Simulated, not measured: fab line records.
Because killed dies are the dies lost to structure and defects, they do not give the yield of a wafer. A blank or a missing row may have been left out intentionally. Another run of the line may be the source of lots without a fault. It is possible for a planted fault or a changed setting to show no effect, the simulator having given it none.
A sampling plan put to the test / flow berkeley_cmos170 / each of the 28 faults these records tell of, on one fab line, judged from the records of the lots it struck
The plan consists of the line's own looks: route steps at which the wafer is read by a gauge or an inspection but not changed. A look can be judged if struck wafers have a number there and the file gives its usual mean and standard deviation on fault-free wafers. Caught: a look later than the fault's first step finds the struck wafers' mean 4 or more of those standard deviations (sigma) from the usual mean. On the tool: the fault's steps, tested the same way using the tool's own readings. Caught also covers a different recipe on the struck wafers, or a record left blank for those wafers only.

## THE FAULTS, as the simulator had put them in
1. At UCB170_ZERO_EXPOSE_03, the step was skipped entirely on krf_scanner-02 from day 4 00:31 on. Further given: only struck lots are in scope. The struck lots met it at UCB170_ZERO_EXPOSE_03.
2. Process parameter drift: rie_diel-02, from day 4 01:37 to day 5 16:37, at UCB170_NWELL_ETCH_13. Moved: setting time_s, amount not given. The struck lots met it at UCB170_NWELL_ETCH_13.
3. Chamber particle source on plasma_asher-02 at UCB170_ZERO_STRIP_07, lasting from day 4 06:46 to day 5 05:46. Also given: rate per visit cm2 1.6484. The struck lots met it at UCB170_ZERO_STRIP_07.
4. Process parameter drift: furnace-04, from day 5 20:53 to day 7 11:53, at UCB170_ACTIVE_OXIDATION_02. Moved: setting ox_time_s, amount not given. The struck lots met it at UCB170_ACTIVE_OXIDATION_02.
5. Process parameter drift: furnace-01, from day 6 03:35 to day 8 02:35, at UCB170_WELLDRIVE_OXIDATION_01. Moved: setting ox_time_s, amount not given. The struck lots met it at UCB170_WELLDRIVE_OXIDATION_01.
6. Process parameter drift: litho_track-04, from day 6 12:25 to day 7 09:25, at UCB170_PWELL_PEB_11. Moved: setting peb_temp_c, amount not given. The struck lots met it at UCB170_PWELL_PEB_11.
7. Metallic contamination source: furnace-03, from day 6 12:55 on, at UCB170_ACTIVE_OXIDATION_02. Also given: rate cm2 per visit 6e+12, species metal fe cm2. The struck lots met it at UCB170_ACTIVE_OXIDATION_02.
8. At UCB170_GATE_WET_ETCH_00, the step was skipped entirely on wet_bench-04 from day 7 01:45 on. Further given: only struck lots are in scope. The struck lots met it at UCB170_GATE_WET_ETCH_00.
9. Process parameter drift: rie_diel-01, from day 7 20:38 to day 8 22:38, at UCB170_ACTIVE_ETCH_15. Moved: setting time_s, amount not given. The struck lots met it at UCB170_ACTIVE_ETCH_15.
10. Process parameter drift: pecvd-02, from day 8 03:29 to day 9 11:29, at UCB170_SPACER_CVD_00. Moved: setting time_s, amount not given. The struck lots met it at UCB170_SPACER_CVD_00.
11. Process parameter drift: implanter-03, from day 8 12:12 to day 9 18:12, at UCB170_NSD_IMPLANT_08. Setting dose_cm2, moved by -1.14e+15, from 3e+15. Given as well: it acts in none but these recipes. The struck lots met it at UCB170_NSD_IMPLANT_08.
12. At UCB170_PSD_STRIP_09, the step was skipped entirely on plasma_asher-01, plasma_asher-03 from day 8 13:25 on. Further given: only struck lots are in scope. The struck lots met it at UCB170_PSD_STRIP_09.
13. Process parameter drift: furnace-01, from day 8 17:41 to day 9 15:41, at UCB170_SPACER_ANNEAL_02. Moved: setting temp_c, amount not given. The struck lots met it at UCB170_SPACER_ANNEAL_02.
14. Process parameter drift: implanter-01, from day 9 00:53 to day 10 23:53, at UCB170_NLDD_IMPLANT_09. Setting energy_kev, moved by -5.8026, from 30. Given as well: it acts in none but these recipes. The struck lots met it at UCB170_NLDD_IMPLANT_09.
15. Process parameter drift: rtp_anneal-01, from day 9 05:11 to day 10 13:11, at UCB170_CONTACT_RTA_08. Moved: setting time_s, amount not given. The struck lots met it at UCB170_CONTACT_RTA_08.
16. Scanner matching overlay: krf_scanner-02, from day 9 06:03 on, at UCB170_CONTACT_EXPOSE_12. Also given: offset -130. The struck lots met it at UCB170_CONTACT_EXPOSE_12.
17. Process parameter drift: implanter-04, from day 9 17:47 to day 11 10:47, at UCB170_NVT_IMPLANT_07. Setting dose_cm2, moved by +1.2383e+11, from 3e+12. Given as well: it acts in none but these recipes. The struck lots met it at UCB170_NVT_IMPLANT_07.
18. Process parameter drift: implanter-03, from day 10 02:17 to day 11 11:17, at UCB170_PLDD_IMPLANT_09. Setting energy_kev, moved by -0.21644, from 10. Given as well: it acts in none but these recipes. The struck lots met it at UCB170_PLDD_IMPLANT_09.
19. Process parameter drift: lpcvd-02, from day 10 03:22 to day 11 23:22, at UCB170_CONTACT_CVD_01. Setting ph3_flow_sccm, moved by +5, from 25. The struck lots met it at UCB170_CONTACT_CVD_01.
20. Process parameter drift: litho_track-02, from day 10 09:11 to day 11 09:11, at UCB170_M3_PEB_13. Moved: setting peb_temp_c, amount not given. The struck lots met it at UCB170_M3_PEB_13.
21. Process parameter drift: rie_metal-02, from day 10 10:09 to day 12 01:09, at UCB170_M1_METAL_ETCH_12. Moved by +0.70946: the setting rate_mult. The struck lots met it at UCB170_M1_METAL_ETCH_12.
22. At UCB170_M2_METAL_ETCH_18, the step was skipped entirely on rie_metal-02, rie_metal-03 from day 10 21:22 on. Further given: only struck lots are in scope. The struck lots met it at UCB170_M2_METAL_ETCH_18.
23. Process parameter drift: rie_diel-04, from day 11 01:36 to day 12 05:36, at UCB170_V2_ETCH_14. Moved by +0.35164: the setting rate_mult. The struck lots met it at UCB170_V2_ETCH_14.
24. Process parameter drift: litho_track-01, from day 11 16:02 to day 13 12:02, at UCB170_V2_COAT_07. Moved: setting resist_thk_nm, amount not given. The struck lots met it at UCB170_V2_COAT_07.
25. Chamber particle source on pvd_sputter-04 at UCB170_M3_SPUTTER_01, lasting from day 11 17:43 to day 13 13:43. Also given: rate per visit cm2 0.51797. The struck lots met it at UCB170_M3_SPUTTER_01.
26. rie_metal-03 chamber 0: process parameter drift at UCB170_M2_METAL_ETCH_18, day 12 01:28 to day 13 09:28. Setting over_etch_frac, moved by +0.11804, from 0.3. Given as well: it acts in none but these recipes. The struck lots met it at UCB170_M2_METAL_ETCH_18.
27. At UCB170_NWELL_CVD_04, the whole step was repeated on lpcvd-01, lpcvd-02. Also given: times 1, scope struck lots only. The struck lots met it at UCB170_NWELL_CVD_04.
28. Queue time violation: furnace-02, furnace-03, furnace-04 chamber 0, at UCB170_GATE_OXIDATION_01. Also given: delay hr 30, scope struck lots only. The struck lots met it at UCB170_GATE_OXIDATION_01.

## WHAT THE PLAN SAW
fault=1; on the tool itself=no reading that can be judged; first look that catches it=no look after it can be judged; reading, sigma=-; median hours from its first step to that look=-; hours from the fault's start to the first struck lot there=-; judged looks passed uncaught=0
fault=2; on the tool itself=run_length_s -19 sigma; first look that catches it=no look after it can be judged; reading, sigma=-; median hours from its first step to that look=-; hours from the fault's start to the first struck lot there=-; judged looks passed uncaught=0
fault=3; on the tool itself=under 2 sigma; first look that catches it=none of the 2 looks that can be judged after it; reading, sigma=-; median hours from its first step to that look=-; hours from the fault's start to the first struck lot there=-; judged looks passed uncaught=2
fault=4; on the tool itself=under 2 sigma; first look that catches it=UCB170_ACTIVE_THK_MEAS_03; reading, sigma=ACTIVE_OXIDE_THK -4.5; median hours from its first step to that look=1.4; hours from the fault's start to the first struck lot there=9; judged looks passed uncaught=0
fault=5; on the tool itself=under 2 sigma; first look that catches it=UCB170_WELLDRIVE_THK_MEAS_02; reading, sigma=WELLDRIVE_OXIDE_THK -5.2; median hours from its first step to that look=3.5; hours from the fault's start to the first struck lot there=19; judged looks passed uncaught=0
fault=6; on the tool itself=heater_power_total_W +36 sigma; first look that catches it=not the one look that can be judged after it; reading, sigma=-; median hours from its first step to that look=-; hours from the fault's start to the first struck lot there=-; judged looks passed uncaught=1
fault=7; on the tool itself=under 2 sigma; first look that catches it=none of the 8 looks that can be judged after it; reading, sigma=-; median hours from its first step to that look=-; hours from the fault's start to the first struck lot there=-; judged looks passed uncaught=8
fault=8; on the tool itself=the tool's record is blank for the struck wafers; first look that catches it=UCB170_FIELD_THK_MEAS_91; reading, sigma=FIELD_OXIDE_LEFT_2_THK +4.0; median hours from its first step to that look=0.1; hours from the fault's start to the first struck lot there=3; judged looks passed uncaught=0
fault=9; on the tool itself=run_length_s -16 sigma; first look that catches it=no look after it can be judged; reading, sigma=-; median hours from its first step to that look=-; hours from the fault's start to the first struck lot there=-; judged looks passed uncaught=0
fault=10; on the tool itself=run_length_s -33 sigma; first look that catches it=UCB170_SPACER_THK_MEAS_01; reading, sigma=SPACER_TEOS_THK -34; median hours from its first step to that look=0.1; hours from the fault's start to the first struck lot there=5; judged looks passed uncaught=0
fault=11; on the tool itself=dose_ions_cm2 -99 or beyond sigma; first look that catches it=UCB170_NSD_TW_MEAS_10; reading, sigma=NSD_TW -4.8; median hours from its first step to that look=0.2; hours from the fault's start to the first struck lot there=3; judged looks passed uncaught=0
fault=12; on the tool itself=the tool's record is blank for the struck wafers; first look that catches it=UCB170_NSD_TW_MEAS_10; reading, sigma=NSD_TW -99 or beyond; median hours from its first step to that look=1.7; hours from the fault's start to the first struck lot there=2; judged looks passed uncaught=0
fault=13; on the tool itself=tube_center_temp_C -99 or beyond sigma; first look that catches it=UCB170_SDANNEAL_RS_MEAS_04; reading, sigma=PLDD_RS +22; median hours from its first step to that look=6.4; hours from the fault's start to the first struck lot there=14; judged looks passed uncaught=0
fault=14; on the tool itself=beam_energy_keV -99 or beyond sigma; first look that catches it=UCB170_NLDD_TW_MEAS_11; reading, sigma=NLDD_TW -5.0; median hours from its first step to that look=0.2; hours from the fault's start to the first struck lot there=3; judged looks passed uncaught=0
fault=15; on the tool itself=under 2 sigma; first look that catches it=none of the 8 looks that can be judged after it; reading, sigma=-; median hours from its first step to that look=-; hours from the fault's start to the first struck lot there=-; judged looks passed uncaught=8
fault=16; on the tool itself=no reading that can be judged; first look that catches it=UCB170_CONTACT_OVL_MEAS_16; reading, sigma=CONTACT_OVL -23; median hours from its first step to that look=0.6; hours from the fault's start to the first struck lot there=8; judged looks passed uncaught=0
fault=17; on the tool itself=dose_ions_cm2 +37 sigma; first look that catches it=no look after it can be judged; reading, sigma=-; median hours from its first step to that look=-; hours from the fault's start to the first struck lot there=-; judged looks passed uncaught=0
fault=18; on the tool itself=beam_energy_keV -79 sigma; first look that catches it=no look after it can be judged; reading, sigma=-; median hours from its first step to that look=-; hours from the fault's start to the first struck lot there=-; judged looks passed uncaught=0
fault=19; on the tool itself=ph3_flow_sccm +70 sigma; first look that catches it=none of the 3 looks that can be judged after it; reading, sigma=strongest: CONTACT_PSG_THK at UCB170_CONTACT_THK_MEAS_02, +3.4; median hours from its first step to that look=-; hours from the fault's start to the first struck lot there=-; judged looks passed uncaught=3
fault=20; on the tool itself=heater_power_total_W -99 or beyond sigma; first look that catches it=UCB170_M3_CD_MEAS_15; reading, sigma=cd_nm +78; median hours from its first step to that look=0.3; hours from the fault's start to the first struck lot there=0; judged looks passed uncaught=0
fault=21; on the tool itself=under 2 sigma; first look that catches it=UCB170_M1_CD_MEAS_90; reading, sigma=cd_nm -7.2; median hours from its first step to that look=0.2; hours from the fault's start to the first struck lot there=13; judged looks passed uncaught=0
fault=22; on the tool itself=the tool's record is blank for the struck wafers; first look that catches it=no look after it can be judged; reading, sigma=-; median hours from its first step to that look=-; hours from the fault's start to the first struck lot there=-; judged looks passed uncaught=0
fault=23; on the tool itself=under 2 sigma; first look that catches it=no look after it can be judged; reading, sigma=-; median hours from its first step to that look=-; hours from the fault's start to the first struck lot there=-; judged looks passed uncaught=0
fault=24; on the tool itself=no reading that can be judged; first look that catches it=no look after it can be judged; reading, sigma=-; median hours from its first step to that look=-; hours from the fault's start to the first struck lot there=-; judged looks passed uncaught=0
fault=25; on the tool itself=under 2 sigma; first look that catches it=not the one look that can be judged after it; reading, sigma=-; median hours from its first step to that look=-; hours from the fault's start to the first struck lot there=-; judged looks passed uncaught=1
fault=26; on the tool itself=only faintly: oes_product_au -3.4 sigma; first look that catches it=no look after it can be judged; reading, sigma=-; median hours from its first step to that look=-; hours from the fault's start to the first struck lot there=-; judged looks passed uncaught=0
fault=27; on the tool itself=no reading that can be judged; first look that catches it=UCB170_NWELL_THK_MEAS_05; reading, sigma=NWELL_NITRIDE_THK +99 or beyond; median hours from its first step to that look=4.1; hours from the fault's start to the first struck lot there=-; judged looks passed uncaught=0
fault=28; on the tool itself=under 2 sigma; first look that catches it=not the one look that can be judged after it; reading, sigma=-; median hours from its first step to that look=-; hours from the fault's start to the first struck lot there=-; judged looks passed uncaught=1
Dash: fault not caught, or number not given in these records.

Caught at a look: 12 of 28. Caught on the tool: 14 of 28. By one or the other: 19 of 28.
Faults caught by the tool alone: 2, 6, 9, 17, 18, 19, 22.
Caught at a look alone: faults 4, 5, 16, 21, 27.
Caught by neither: faults 1, 3, 7, 15, 23, 24, 25, 26, 28.

## THINNER SAMPLING
In the worst case, this is how late the first struck lot would be measured if the look that catches a fault measured only every second or every third lot, by lot number:
fault=4; struck lots at that look, in order of time=L157, L159; every lot=9 h; every second lot=may miss all 2; every third lot=may miss all 2
fault=5; struck lots at that look, in order of time=L694, L695; every lot=19 h; every second lot=19 h; every third lot=may miss all 2
fault=8; struck lots at that look, in order of time=L960, L964; every lot=3 h; every second lot=may miss all 2; every third lot=may miss all 2
fault=10; struck lots at that look, in order of time=L901, L905; every lot=5 h; every second lot=may miss all 2; every third lot=may miss all 2
fault=11; struck lots at that look, in order of time=L571, L568; every lot=3 h; every second lot=4 h; every third lot=may miss all 2
fault=12; struck lots at that look, in order of time=L487, L484, L482; every lot=2 h; every second lot=2 h; every third lot=may miss all 3
fault=13; struck lots at that look, in order of time=L300, L298; every lot=14 h; every second lot=may miss all 2; every third lot=may miss all 2
fault=14; struck lots at that look, in order of time=L589, L590; every lot=3 h; every second lot=24 h; every third lot=may miss all 2
fault=16; struck lots at that look, in order of time=L423, L424, L427, L426; every lot=8 h; every second lot=14 h; every third lot=may miss all 4
fault=20; struck lots at that look, in order of time=L516, L514, L517; every lot=0 h; every second lot=10 h; every third lot=may miss all 3
fault=21; struck lots at that look, in order of time=L202, L207; every lot=13 h; every second lot=20 h; every third lot=may miss all 2
Hours: fault start to first struck lot measured. The limit of 4 sigma was tested on all struck wafers together, so one lot alone may lie under it. Other struck lots may not be in these records.

## THE LONGEST TIMED WAY FROM STEP TO LOOK
For fault 13, UCB170_SPACER_ANNEAL_02 and UCB170_SDANNEAL_RS_MEAS_04 are separated by a median of 6.4 hours. No look between them can be judged.
